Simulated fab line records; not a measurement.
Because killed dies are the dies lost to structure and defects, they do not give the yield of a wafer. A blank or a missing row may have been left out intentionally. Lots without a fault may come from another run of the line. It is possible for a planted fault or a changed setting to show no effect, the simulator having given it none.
A single fault, viewed from 2 desks -- flow ritCmos -- each desk holds nothing but its own numbers, with what lay behind them at the end

FOR THE TOOL OWNER'S DESK: lithoTrack-04
The tool's own readings at RIT_PSD_COAT_01 (resist thk 1000 nm): means of the sampled wafers that have a number, for each lot that ran on this tool. A lot is out of limits, marked OUT, if its mean lies more than 4 standard deviations from the usual mean; the brackets give that distance.
Columns: A = spinSpeedRpm at RIT_PSD_COAT_01, usual 3250.3 rpm
lot,first seen here,A
L796,day 4 07:03,3250.2
L800,day 4 22:30,3335.2 (+40) OUT
L801,day 5 05:36,3334.1 (+40) OUT
This desk's verdict: out of limits on L800, L801, starting with L800 at day 4 22:30 (spinSpeedRpm at RIT_PSD_COAT_01). In limits: L796.

FROM THE METROLOGY DESK
Lot by lot, what the gauges showed, no matter which tool ran the lot: averages of those sampled wafers that carry a number. A lot is out of limits, marked OUT, if its mean lies more than 4 standard deviations from the usual mean; the brackets give that distance.
Columns: A = NSD_OVL at RIT_NSD_OVL_MEAS_06, usual -1.5 nm; B = NSD_TW at RIT_NSD_TW_MEAS_10, usual 3088; C = PSD_OVL at RIT_PSD_OVL_MEAS_06, usual 0.3 nm
lot,first seen here,A,B,C
L795,day 4 04:10,-1.5,3076,1.0
L796,day 4 06:20,-1.2,3085,0.2
L800,day 4 21:47,-2.9,3091,1.2
L801,day 5 04:53,-1.9,3083,-1.3
L802,day 5 07:34,0.1,3092,0.2
L807,day 6 08:01,-2.8,3082,1.7
Result from this desk: across the 6 lots, nothing is out of limits.

BROUGHT TOGETHER
At day 4 22:30, on L800, L801, the tool owner's desk was in a position to raise an alarm.
At the metrology desk, nothing out of limits was observed.
The metrology desk has L800, L801 on record, within its limits.
Of the lots named, all ran RIT_PSD_COAT_01 on lithoTrack-04.

WHAT WAS PUT IN BY THE SIMULATOR
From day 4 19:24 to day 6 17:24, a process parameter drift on lithoTrack-04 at RIT_PSD_COAT_01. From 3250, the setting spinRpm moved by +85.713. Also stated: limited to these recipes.
Shown lots that were struck: L800, L801.
Hours from the fault's start to each desk's first reading out of limits: the tool owner's desk, 3.
